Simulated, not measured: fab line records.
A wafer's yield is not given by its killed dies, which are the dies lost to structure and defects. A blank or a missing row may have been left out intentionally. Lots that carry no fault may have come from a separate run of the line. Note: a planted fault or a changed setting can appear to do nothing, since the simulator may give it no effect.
Struck lot and sound lot, side by side    flow berkeley-cmos170    3 out of 331 route steps
Sound: the wafers L421.2, L421.4, L421.5. Wafers struck: L423.1, L423.5, L423.6. At the end, the cause is stated.
At each step with rows: each side's tool, then ch and its chambers, then its first start. Under that, the readings that differ: sound wafers    struck wafers    difference of the means    sigmas: that difference in standard deviations of wafers without a fault.
alike: a reading whose means differ by less than 2 such deviations, as well as words and numbers matching on both sides. not compared: withheld readings; readings where some wafer has no value; bounds like >300 that might hide an equal value; numbers whose values overlap and for which the record gives no deviation.
A row with sigmas, a row that says differs or no value, or rows on one side alone: a step with any of these is where the two part. Numbers that don't overlap but have no deviation are shown without sigmas and don't part them. Lack of a reading on every wafer of one side parts them only where that side has two or more wafers.

UCB170_START_BOW_MEAS_00:
  sound: film-metro-04 at day 4 03:01; struck: film-metro-03 at day 4 13:00
  alike: INCOMING_BOW
then, 1 step without rows for these wafers: UCB170_START_CLEAN_01 (cleans in dHF, time 60 s).
UCB170_START_OXIDATION_02: target thk 20 nm, ox time 1800 s.
  struck on furnace-01, day 4 16:07; sound on furnace-01 ch 0, day 4 04:14
  no value came back on the struck wafers for ox-temp-c (C), ox-temp-c-max; on the sound wafers ox-temp-c (C) reads 949.5 949.7 950.6

== WHERE THEY PART ==
UCB170_START_OXIDATION_02 only, going by this record.

WHY: whatever the simulator had introduced
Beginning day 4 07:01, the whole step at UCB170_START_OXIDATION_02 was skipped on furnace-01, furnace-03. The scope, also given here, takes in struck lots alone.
